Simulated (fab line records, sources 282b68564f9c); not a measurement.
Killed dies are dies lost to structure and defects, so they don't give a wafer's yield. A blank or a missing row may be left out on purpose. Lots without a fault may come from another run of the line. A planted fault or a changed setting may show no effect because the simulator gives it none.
A struck lot beside a sound one | flow rit_cmos | 30 steps out of a route of 202
Sound: wafers L688.1, L688.2, L688.4. Struck: wafers L696.1, L696.4, L696.6. The cause comes at the end.
At each step with rows: each side's tool, then ch and its chambers, then its first start. Under that, the readings that differ: sound wafers | struck wafers | difference of the means | sigmas: that difference in standard deviations of wafers without a fault.
alike: readings whose means differ by less than 2 such deviations, and words and numbers that are the same on both sides. not compared: withheld readings, readings that some wafer has no value for, bounds like >300 that may hide the same value, and numbers for which the record gives no deviation and whose values overlap.
The two part at a step that has a row with sigmas, a row that says differs or no value, or rows on one side only. Numbers that don't overlap but have no deviation are shown without sigmas and don't part them. A reading that every wafer of one side lacks parts them only if that side has two wafers or more.

RIT_FOX2_THK_MEAS_01:
  sound on film_metro-01, day 3 18:22; struck on film_metro-02, day 5 23:19
  alike: FOX2_OXIDE_THK
then, 2 steps without rows for these wafers: RIT_FOX2_CLEAN_02 (cleans in dHF, time 180 s); RIT_FOX2_WET_ETCH_03 (etches Si3N4 in H3PO4, target depth 195 nm, time 2700 s).
RIT_FOX2_THK_MEAS_90:
  sound on film_metro-02, day 3 19:14; struck on film_metro-03, day 6 00:16
  alike: FIELD_OXIDE_LEFT_1_THK
then, 6 steps without rows for these wafers: RIT_NWELL_HMDS_00 (prime time 58.79 s); RIT_NWELL_COAT_01 (resist thk 1300 nm); RIT_NWELL_SOFTBAKE_02 (time 60 s); RIT_NWELL_EXPOSE_03 (exposes mask M2, target cd 43900 nm); RIT_NWELL_PEB_04; RIT_NWELL_DEVELOP_05 (develop time 68 s).
RIT_NWELL_OVL_MEAS_06:
  sound on overlay-01, day 3 20:11; struck on overlay-01, day 6 01:22
  alike: NWELL_OVL
then, 1 step without rows for these wafers: RIT_NWELL_HARDBAKE_07 (time 120 s).
RIT_NWELL_IMPLANT_08:
  sound on implanter-01 ch 0, day 3 20:28; struck on implanter-02 ch 0, day 6 01:39
  reading       | sound                         | struck                        | difference | sigmas
  dose_ions_cm2 | 4.999e+13 4.999e+13 4.996e+13 | 4.803e+13 4.794e+13 4.806e+13 | -1.970e+12 | -35
  alike: beam_energy_keV
RIT_NWELL_STRIP_09: strips in O2, time 180 s.
  sound on plasma_asher-04 ch 0,1, day 3 20:37; struck on plasma_asher-01 ch 0,1, day 6 01:48
  alike: drypump_motor_current_A
  not compared: rf_hours_counter_h
RIT_NWELL_TW_MEAS_10:
  sound on film_metro-01, day 3 20:48; struck on film_metro-04, day 6 01:58
  alike: NWELL_TW
then, 6 steps without rows for these wafers: RIT_PWELL_HMDS_00 (prime time 60 s); RIT_PWELL_COAT_01 (resist thk 1300 nm); RIT_PWELL_SOFTBAKE_02 (time 60 s); RIT_PWELL_EXPOSE_03 (exposes mask M3, target cd 43700 nm); RIT_PWELL_PEB_04; RIT_PWELL_DEVELOP_05 (develop time 68 s).
RIT_PWELL_OVL_MEAS_06:
  sound on overlay-01, day 3 21:44; struck on overlay-02, day 6 03:02
  alike: PWELL_OVL
then, 2 steps without rows for these wafers: RIT_PWELL_HARDBAKE_07 (time 120 s); RIT_PWELL_IMPLANT_08.
RIT_PWELL_STRIP_09: strips in O2, time 180 s.
  sound on plasma_asher-04 ch 0,1, day 3 22:10; struck on plasma_asher-03 ch 0,1, day 6 03:28
  alike: drypump_motor_current_A
  not compared: rf_hours_counter_h
RIT_PWELL_TW_MEAS_10:
  sound on film_metro-01, day 3 22:21; struck on film_metro-03, day 6 03:39
  alike: PWELL_TW
then, 1 step without rows for these wafers: RIT_WELLDRIVE_ANNEAL_00 (time 14700 s).
RIT_WELLDRIVE_RS_MEAS_01: measures by four-point-probe.
  sound on film_metro-01, day 4 06:34; struck on film_metro-01, day 6 11:32
  reading           | sound             | struck            | difference | sigmas
  NWELL_RS (ohm/sq) | 275.1 275.6 275.6 | 282.5 282.1 282.7 | +7.0       | +8
RIT_WELLDRIVE_RS_MEAS_02: measures by four-point-probe.
  sound on film_metro-01, day 4 06:41; struck on film_metro-01, day 6 11:39
  alike: PWELL_RS
RIT_M1_PROBE_99:
  sound on prober-01, day 5 22:52; struck on prober-02, day 8 00:06
  reading                                 | sound             | struck            | difference | sigmas
  model.etest.nwell_pinched.rs_ohm_sq     | 335.9 335.4 334.5 | 353.4 346.5 346.4 | +13.5      |
  model.etest.well_edge_left.line_ohm_um  | 183 180.1 182.5   | 187.6 190.2 187.7 | +6.6       |
  model.etest.well_edge_right.line_ohm_um | 182.2 181.9 180.4 | 188.3 185.9 187.9 | +5.9       |
  alike: killed_at_front_end, killed_dies, killed_open, killed_short

WHERE THEY PART
First at RIT_NWELL_IMPLANT_08; last, within this record, at RIT_WELLDRIVE_RS_MEAS_01. Later steps at which nothing parts them and some readings are alike: RIT_WELLDRIVE_RS_MEAS_02, RIT_M1_PROBE_99.

WHY: what the simulator had put in
Process parameter drift: implanter-02, from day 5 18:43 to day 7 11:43, at RIT_NWELL_IMPLANT_08. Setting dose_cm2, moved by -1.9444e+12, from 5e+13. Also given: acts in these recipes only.
